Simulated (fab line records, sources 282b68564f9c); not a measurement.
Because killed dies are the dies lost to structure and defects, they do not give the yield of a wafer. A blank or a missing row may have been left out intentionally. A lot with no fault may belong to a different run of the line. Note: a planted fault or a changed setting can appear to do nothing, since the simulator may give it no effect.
A struck lot beside a sound one -- flow ritCmos -- 30 steps out of a route of 202
Sound: wafers L133.1, L133.2, L133.4. Wafers struck: L143.1, L143.2, L143.4. At the end, the cause is stated.
Each step with rows lists, per side, the tool, then ch with its chambers, then its first start. Under that, the readings that differ: sound wafers -- struck wafers -- difference of the means -- sigmas: that difference in standard deviations of wafers without a fault.
alike: readings with means less than 2 such deviations apart, plus words and numbers identical on both sides. not compared: withheld readings, readings lacking a value on some wafer, bounds such as >300 that could conceal the same value, and numbers that have no deviation in the record and whose values overlap.
Wherever a step has rows on one side only, a row that says differs or no value, or a row with sigmas, the two part there. Numbers that don't overlap but have no deviation are shown without sigmas and don't part them. Lack of a reading on every wafer of one side parts them only where that side has two or more wafers.

RIT_FOX2_THK_MEAS_01:
  sound: filmMetro-03 at day 2 04:35; struck: filmMetro-04 at day 4 07:46
  alike: FOX2_OXIDE_THK
then, 2 steps without rows for these wafers: RIT_FOX2_CLEAN_02 (cleans in dHF, time 180 s); RIT_FOX2_WET_ETCH_03 (etches Si3N4 in H3PO4, target depth 195 nm, time 2700 s).
RIT_FOX2_THK_MEAS_90:
  sound: filmMetro-03 at day 2 05:28; struck: filmMetro-03 at day 4 08:38
  alike: FIELD_OXIDE_LEFT_1_THK
then, 6 steps without rows for these wafers: RIT_NWELL_HMDS_00 (prime time 60 s); RIT_NWELL_COAT_01 (resist thk 1300 nm); RIT_NWELL_SOFTBAKE_02 (time 60 s); RIT_NWELL_EXPOSE_03 (exposes mask M2, target cd 43900 nm); RIT_NWELL_PEB_04; RIT_NWELL_DEVELOP_05 (develop time 68 s).
RIT_NWELL_OVL_MEAS_06:
  sound: overlay-01 at day 2 06:25; struck: overlay-01 at day 4 09:35
  alike: NWELL_OVL
then, 1 step without rows for these wafers: RIT_NWELL_HARDBAKE_07 (time 120 s).
RIT_NWELL_IMPLANT_08:
  sound on implanter-03 ch 0, day 2 06:41; struck on implanter-03 ch 0, day 4 09:52
reading,sound,struck,difference,sigmas
doseIonsCm2,5.006e+13 4.998e+13 5.004e+13,7.663e+13 7.657e+13 7.646e+13,+2.653e+13,+99 or more
faradayCurrentUA,154 156 158,248 243 235,+86,+26
  alike: endStationPressureTorr
RIT_NWELL_STRIP_09: strips in O2, time 180 s.
  sound on plasmaAsher-01 ch 0,1, day 2 06:50; struck on plasmaAsher-03 ch 0,1, day 4 10:01
  alike: chamberPressureMTorr, drypumpMotorCurrentA
  not compared: rfHoursCounterH
RIT_NWELL_TW_MEAS_10:
  sound: filmMetro-01 at day 2 07:01; struck: filmMetro-04 at day 4 10:11
reading,sound,struck,difference,sigmas
NWELL_TW,2145 2156 2146,2470 2464 2474,+320,+29
then, 6 steps without rows for these wafers: RIT_PWELL_HMDS_00 (prime time 60 s); RIT_PWELL_COAT_01 (resist thk 1300 nm); RIT_PWELL_SOFTBAKE_02 (time 60 s); RIT_PWELL_EXPOSE_03 (exposes mask M3, target cd 43700 nm); RIT_PWELL_PEB_04; RIT_PWELL_DEVELOP_05 (develop time 68 s).
RIT_PWELL_OVL_MEAS_06:
  sound: overlay-01 at day 2 08:25; struck: overlay-02 at day 4 11:08
  alike: PWELL_OVL
then, 2 steps without rows for these wafers: RIT_PWELL_HARDBAKE_07 (time 120 s); RIT_PWELL_IMPLANT_08.
RIT_PWELL_STRIP_09: strips in O2, time 180 s.
  sound on plasmaAsher-03 ch 0,1, day 2 08:59; struck on plasmaAsher-03 ch 0,1, day 4 11:34
  alike: chamberPressureMTorr, drypumpMotorCurrentA
  not compared: rfHoursCounterH
RIT_PWELL_TW_MEAS_10:
  sound: filmMetro-03 at day 2 09:10; struck: filmMetro-03 at day 4 11:44
  alike: PWELL_TW
then, 1 step without rows for these wafers: RIT_WELLDRIVE_ANNEAL_00 (time 14700 s).
RIT_WELLDRIVE_RS_MEAS_01: measurement is done with a four-point probe.
  sound: filmMetro-03 at day 2 14:32; struck: filmMetro-04 at day 4 18:09
reading,sound,struck,difference,sigmas
NWELL_RS (ohm/sq),275.2 275.3 275.6,213.7 213.6 213.7,-61.7,-86
RIT_WELLDRIVE_RS_MEAS_02: measurement is done with a four-point probe.
  sound: filmMetro-03 at day 2 14:39; struck: filmMetro-04 at day 4 18:16
  alike: PWELL_RS
RIT_M1_PROBE_99:
  sound: prober-02 at day 3 20:56; struck: prober-02 at day 6 01:27
reading,sound,struck,difference,sigmas
killedAtFrontEnd,15 10 13,7 6 5,-7,-2
model.etest.pmos_0p3.rOnOhmUm,6179 6349 6214,6946 6952 7019,+725,
model.etest.pmosTurned.rOnOhmUm,3323 3410 3259,3855 3955 3930,+583,
model.etest.pmos_0p15.rOnOhmUm,2665 2725 2607,2953 3036 3028,+340,
model.etest.nwellPinched.rsOhmSq,335.3 339.3 341.6,261.5 259.7 257,-79.3,
model.etest.wellEdgeLeft.lineOhmUm,183 183.9 183.3,136.9 135 135.1,-47.7,
model.etest.wellEdgeRight.lineOhmUm,184.2 181.8 182.4,135.8 135.5 133.9,-47.7,
model.etest.pmos_0p15.driveUaUm,267.1 261.5 271.4,230.1 220.9 216.4,-44.2,
model.etest.pmosTurned.driveUaUm,195.9 191.3 202.6,150.4 149.9 148.7,-46.9,
  alike: killedAtContacts, killedDies, killedOpen, killedShort

== WHERE THEY PART ==
Earliest at RIT_NWELL_IMPLANT_08; latest, in this record, at RIT_M1_PROBE_99.

WHY: the cause the simulator had injected
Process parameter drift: implanter-03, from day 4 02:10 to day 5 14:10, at RIT_NWELL_IMPLANT_08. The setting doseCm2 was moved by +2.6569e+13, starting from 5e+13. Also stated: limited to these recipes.
